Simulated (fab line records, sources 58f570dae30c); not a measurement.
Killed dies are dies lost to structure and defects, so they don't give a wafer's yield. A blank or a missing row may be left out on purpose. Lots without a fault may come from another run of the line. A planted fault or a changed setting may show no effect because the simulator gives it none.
Chamber matching | flow berkeley_cmos170 | UCB170_GATE_ETCH_15 on rie_si-02: 4 sister chambers
The step etches poly-Si in HBr/Cl2, stops on SiO2, time 56.3 s, target depth 278.2 nm. 8 wafers are shown with their chamber, then 7 later ones without.

WAFERS WITH THEIR CHAMBER
wafer  | chamber | drypump_motor_current_A (A) | throttle_valve_pct (%)
L536.5 | 3       | 6.0                         | 26.70
L550.5 | 3       | 6.0                         | 26.70
L550.6 | 0       | 6.8                         | 26.50
L554.2 | 0       | 6.7                         | 26.52
L554.4 | 1       | 5.8                         | 26.54
L554.6 | 2       | 5.6                         | 26.83
L556.3 | 1       | 5.8                         | 26.55
L556.4 | 2       | 5.6                         | 26.81

WAFERS WITHOUT THEIR CHAMBER
wafer  | drypump_motor_current_A (A) | throttle_valve_pct (%)
L556.6 | 6.8                         | 26.50
L552.1 | 5.9                         | 26.54
L552.4 | 5.6                         | 26.82
L552.5 | 5.6                         | 26.82
L557.1 | 5.8                         | 26.55
L557.3 | 6.0                         | 26.68
L557.4 | 6.8                         | 26.47

WHICH CHAMBER EACH WENT THROUGH
wafer  | from the rows above | in truth
L556.6 | 0                   | 0
L552.1 | 1                   | 1
L552.4 | 2                   | 2
L552.5 | 2                   | 2
L557.1 | 1                   | 1
L557.3 | 3                   | 3
L557.4 | 0                   | 0
Placed correctly: 7 of 7. Can't be placed from these rows: 0. Placed wrongly: 0.
How it was worked out, from the rows above alone: a wafer's distance from a chamber is the root of the sum, over the readings, of the square of ((its reading less the chamber's mean) divided by the reading's scatter). The wafer belongs to the nearest chamber; if the next one is less than 2 further off, it can't be placed. A chamber's mean is the mean of its shown wafers. The scatter: the root of (the sum of the squares of (reading less its chamber's mean) over the shown wafers, divided by (wafers less chambers)).
